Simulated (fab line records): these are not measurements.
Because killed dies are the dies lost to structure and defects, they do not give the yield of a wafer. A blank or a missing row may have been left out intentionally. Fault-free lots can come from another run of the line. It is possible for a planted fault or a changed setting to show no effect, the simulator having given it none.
Chamber matching + flow berkeley_cmos170 + wet_bench-02 running UCB170_CONTACT_CLEAN_00: 4 sister chambers
The step cleans in SPM, time 600 s. 14 wafers are shown with their chamber, then 7 later ones without.

== EACH WAFER AND ITS CHAMBER ==
| wafer  | chamber | bath_guard_temp_C (C) | bath_heat_duty_pct (%) |
|--------|---------|-----------------------|------------------------|
| L599.2 | 3       | 119.2                 | 11.8                   |
| L599.3 | 3       | 119.3                 | 13.0                   |
| L599.5 | 3       | 119.0                 | 12.1                   |
| L598.1 | 0       | 120.3                 | 11.7                   |
| L598.3 | 0       | 120.6                 | 11.4                   |
| L598.6 | 0       | 119.9                 | 11.5                   |
| L607.3 | 0       | 119.5                 | 13.7                   |
| L607.4 | 0       | 120.2                 | 12.8                   |
| L607.6 | 0       | 120.2                 | 12.2                   |
| L604.4 | 1       | 119.8                 | 12.6                   |
| L604.5 | 1       | 120.0                 | 12.5                   |
| L604.6 | 1       | 119.5                 | 11.1                   |
| L605.1 | 2       | 119.5                 | 12.6                   |
| L605.3 | 2       | 119.9                 | 12.0                   |

SIGNATURES (means of the wafers above)
| reading            | chamber 0 | chamber 1 | chamber 2 | chamber 3 | scatter within a chamber |
|--------------------|-----------|-----------|-----------|-----------|--------------------------|
| bath_guard_temp_C  | 120.117   | 119.767   | 119.700   | 119.167   | 0.31                     |
| bath_heat_duty_pct | 12.217    | 12.067    | 12.300    | 12.300    | 0.797                    |
Rule: for each reading, subtract the chamber's mean from the wafer's reading, divide by that reading's scatter and square the result; add these up over the readings and take the root, which gives the wafer's distance from the chamber. The wafer belongs to the nearest chamber; if the next one is less than 2 further off, it can't be placed. The scatter: take each reading less its chamber's mean, square it, sum over the shown wafers, divide by the number of wafers less the number of chambers, and take the root.

== WAFERS WITHOUT THEIR CHAMBER ==
| wafer  | bath_guard_temp_C (C) | bath_heat_duty_pct (%) |
|--------|-----------------------|------------------------|
| L605.4 | 120.1                 | 12.9                   |
| L611.2 | 120.2                 | 12.1                   |
| L611.4 | 120.3                 | 12.8                   |
| L611.5 | 120.1                 | 12.1                   |
| L620.2 | 119.9                 | 12.2                   |
| L620.4 | 120.1                 | 12.6                   |
| L620.5 | 119.6                 | 12.3                   |

== WHICH CHAMBER EACH ONE RAN IN ==
| wafer  | from the rows above               | in truth |
|--------|-----------------------------------|----------|
| L605.4 | can't be placed: 0 or 2 or 1      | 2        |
| L611.2 | can't be placed: 0 or 1 or 2      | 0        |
| L611.4 | can't be placed: 0 or 1 or 2      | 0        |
| L611.5 | can't be placed: 0 or 1 or 2      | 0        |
| L620.2 | can't be placed: 1 or 2 or 0 or 3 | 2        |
| L620.4 | can't be placed: 0 or 1 or 2      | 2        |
| L620.5 | can't be placed: 2 or 1 or 3 or 0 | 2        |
Correct placement for 0 of the 7. From these rows, 7 cannot be placed; in 7 the true chamber is one of the candidates. Number placed wrongly: 0.
